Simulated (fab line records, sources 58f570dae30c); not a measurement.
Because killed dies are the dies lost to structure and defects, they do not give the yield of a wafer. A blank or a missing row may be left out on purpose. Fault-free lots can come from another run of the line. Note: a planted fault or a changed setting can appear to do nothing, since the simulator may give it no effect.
Problem report in the 8D (eight disciplines) form, filled by code / flow berkeley_cmos170 / the parts of the form that need people (team, actions taken, sign-off) are left out

1. WHAT WENT WRONG
Mean GATE_POLY_THK at UCB170_GATE_THK_MEAS_05: 250.7 nm over 6 wafers in 2 lots; fault-free wafers: 213.3 nm, standard deviation 2. That puts it +19 standard deviations away from the usual mean.
Earliest sighting: wafer L546.1 on film_metro-02 at day 8 06:30. Wafers with a number at this step in the record: 42, from 14 lots. Rule for "out", or "out of limits": more than 4 standard deviations from the usual mean. All remaining wafers that have a number are taken as sound.

2. WHAT THIS IS AND IS NOT
question=which readings at this step | is=GATE_POLY_THK | is not=-
question=which lots | is=L545, L546 | is not=L534, L535, L537, L539, L540, L542, L543, L547, L550, L552, L553, L555
question=which wafers of those lots | is=all that have a number | is not=-
question=read on which gauges | is=film_metro-01, film_metro-02 | is not=film_metro-04
question=when | is=from day 8 06:30 | is not=up to then (21 sound wafers); but 15 sound wafers of L547, L550, L552, L553, L555 came after

3. WHAT RULES OUT EACH SUSPECT
Counting: a tool at any process step up to the reading remains a suspect when it ran all the lots that are out and ran no sound lot after the first of those.
- the gauge at UCB170_GATE_THK_MEAS_05 is ruled out. The wafers that are out were read on 2 gauges (film_metro-01, film_metro-02).
- lpcvd-02 at UCB170_GATE_CVD_04 (deposits poly-Si from SiH4, time 1440 s, target thk 214 nm): kept. All lots that are out passed through it, beginning with L545 at day 8 05:06, and no sound lot followed; its final sound lot before that point was L539 at day 6 20:50. On those wafers its own readings are out: spike_tc_centre_C, susceptor_temp_C.
After counting, what remains is lpcvd-02 at UCB170_GATE_CVD_04.

4. THE CAUSE (what the simulator had put in)
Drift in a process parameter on lpcvd-02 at UCB170_GATE_CVD_04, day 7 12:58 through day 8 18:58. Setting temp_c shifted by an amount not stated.
Counting left only this tool.

5. THE EFFECT CHAIN, in route order
Rows list readings where the struck wafers' mean (over those with a number) sits beyond 3 standard deviations from the usual. Readings are gone through only where the record gives a usual standard deviation; hours: the median, over the lots, of the time from a lot's start at the first step in this table giving one to that lot's start at this step; sigmas: the change measured in usual standard deviations.
hours=0; step=UCB170_GATE_CVD_04; reading=spike_tc_centre_C; usual=612.7 C; on struck wafers=619.5; change=+6.8; sigmas=+5.7
hours=0; step=UCB170_GATE_CVD_04; reading=spike_tc_load_C; usual=631.4 C; on struck wafers=640.1; change=+8.7; sigmas=+3.1
hours=0; step=UCB170_GATE_CVD_04; reading=susceptor_temp_C; usual=609.97 C; on struck wafers=616.93; change=+6.96; sigmas=+24
hours=1; step=UCB170_GATE_THK_MEAS_05; reading=GATE_POLY_THK; usual=213.3 nm; on struck wafers=250.7; change=+37.4; sigmas=+19
hours=5; step=UCB170_GATE_ETCH_15; reading=oes_product_au; usual=0.826 a.u.; on struck wafers=0.917; change=+0.091; sigmas=+5.7
Process steps it contains:
- UCB170_GATE_CVD_04: deposits poly-Si from SiH4, time 1440 s, target thk 214 nm.
- UCB170_GATE_ETCH_15: etches poly-Si in HBr/Cl2, stops on SiO2, time 56.3 s, target depth 278.2 nm.
Later steps that measure or inspect, where all struck wafers having a row at the step show a number for every such reading and not one has moved that far: UCB170_PSD_TW_MEAS_10.

6. WHAT WOULD HAVE CAUGHT IT SOONER
In this record the first reading out of limits at a measuring or inspecting step was taken at day 8 06:30, 18 hours after the fault began at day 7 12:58.
At UCB170_GATE_CVD_04, the tool's own readings (spike_tc_centre_C, susceptor_temp_C) were out on each struck wafer the step has a row for, so an alarm limit on them would have fired on the first such wafer.
By day 8 06:30, every lot that is out (2) had started UCB170_GATE_CVD_04 on lpcvd-02. Holding the tool at that point would not have protected any of them.
